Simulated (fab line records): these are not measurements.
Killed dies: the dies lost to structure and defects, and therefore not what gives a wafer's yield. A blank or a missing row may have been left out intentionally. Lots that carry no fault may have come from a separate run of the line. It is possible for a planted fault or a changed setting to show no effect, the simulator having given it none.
Which tool is to blame?	flow berkeley_cmos170	Sampling: 14 lots, 42 wafers, 2 of 331 route steps

== WHAT THE GAUGES READ, wafer by wafer ==
UCB170_SDANNEAL_RS_MEAS_04: uses a four-point probe to measure. Usual: for PLDD_RS the level is 1031.5 ohm/sq and the standard deviation is 2.9.
lot	measured	on	PLDD_RS (ohm/sq)	flag
L463	day 6 16:43	film_metro-03	1036.3 1034.8 1035.8	
L464	day 6 16:58	film_metro-02	1027.2 1028.3 1032.6	
L465	day 7 02:10	film_metro-02	1027.5 1031.3 1028.7	
L468	day 7 13:54	film_metro-01	1032.3 1028.6 1031.4	
L471	day 8 14:16	film_metro-02	1053.8 1050.6 1055.0	OFF
L474	day 9 00:05	film_metro-01	1055.8 1051.3 1059.0	OFF
L477	day 9 19:16	film_metro-01	1028.8 1027.3 1028.1	
L478	day 9 19:30	film_metro-03	1032.6 1034.4 1034.5	
L479	day 10 04:37	film_metro-03	1033.1 1028.6 1037.5	
L480	day 10 16:45	film_metro-03	1027.0 1029.7 1030.8	
L482	day 11 01:51	film_metro-02	1027.2 1026.7 1025.2	
L483	day 11 13:38	film_metro-02	1030.4 1034.0 1027.0	
L484	day 11 10:07	film_metro-02	1031.6 1032.2 1032.6	
L486	day 12 10:14	film_metro-03	1034.4 1031.2 1032.2	

== WHICH TOOL RAN EACH LOT (tool, then ch and the chambers of the sampled wafers, then the start) ==
lot	UCB170_PLDD_IMPLANT_09
L463	implanter-01 ch 0, day 6 00:49
L464	implanter-03 ch 0, day 6 01:27
L465	implanter-03 ch 0, day 6 13:23
L468	implanter-04 ch 0, day 7 02:12
L471	implanter-01 ch 0, day 8 02:56
L474	implanter-01 ch 0, day 8 11:43
L477	implanter-03 ch 0, day 9 04:00
L478	implanter-04 ch 0, day 9 04:10
L479	implanter-03 ch 0, day 9 14:04
L480	implanter-03 ch 0, day 10 03:14
L482	implanter-03 ch 0, day 10 13:01
L483	implanter-04 ch 0, day 10 18:32
L484	implanter-03 ch 0, day 10 18:46
L486	implanter-03 ch 0, day 11 15:10
- UCB170_PLDD_IMPLANT_09

== WHAT THE TOOLS THEMSELVES READ (means of the sampled wafers that have a number; where no wafer has one, the mark that the record gives instead) ==
UCB170_PLDD_IMPLANT_09. Usual: dose_ions_cm2 5e+13, standard deviation 5.6e+10; tilt_deg 7.000 degrees, standard deviation 0.021.
lot	tool	dose_ions_cm2	tilt_deg (degrees)	flag
L463	implanter-01	5e+13	7.001	
L464	implanter-03	5e+13	7.027	
L465	implanter-03	5e+13	7.028	
L468	implanter-04	5e+13	7.001	
L471	implanter-01	5e+13	6.959	
L474	implanter-01	5e+13	6.994	
L477	implanter-03	5e+13	7.015	
L478	implanter-04	5e+13	6.986	
L479	implanter-03	5e+13	7.001	
L480	implanter-03	5e+13	6.989	
L482	implanter-03	5e+13	7.003	
L483	implanter-04	5e+13	6.977	
L484	implanter-03	5e+13	7.022	
L486	implanter-03	5e+13	6.985	

== THE ANSWER, worked out from the rows above alone ==
Rule: take the mean of a lot's wafers that have a number; if it is more than 3 standard deviations from the usual mean, the lot is off. Also off: a lot with no number at a reading for which 4 or more lots have one. All remaining lots with rows at the step are treated as sound. The gauges are gone through in route order, then the tools' own readings, and for those a lot's mean is taken as printed above. At the first step where some lot is off, the reading lying furthest off is the one used; lots without a number count as furthest.
Off: at UCB170_SDANNEAL_RS_MEAS_04 (PLDD_RS), L471, L474.
A tool fits if, at a process step before that reading, it ran every lot that is off, and no sound lot after the first of them. Those tools and the gauges at UCB170_SDANNEAL_RS_MEAS_04 are tried in the same way. One fits: UCB170_PLDD_IMPLANT_09 on implanter-01. Its last sound lot is L463 (day 6 00:49), its first lot that is off L471 (day 8 02:56): a fault that began between those two fits.

== WHAT THE SIMULATOR HAD PUT IN ==
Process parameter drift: implanter-01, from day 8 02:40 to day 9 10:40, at UCB170_PLDD_IMPLANT_09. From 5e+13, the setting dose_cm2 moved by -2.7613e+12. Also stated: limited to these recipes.
Shown lots that were struck: L471, L474. Same finding as the rule above.
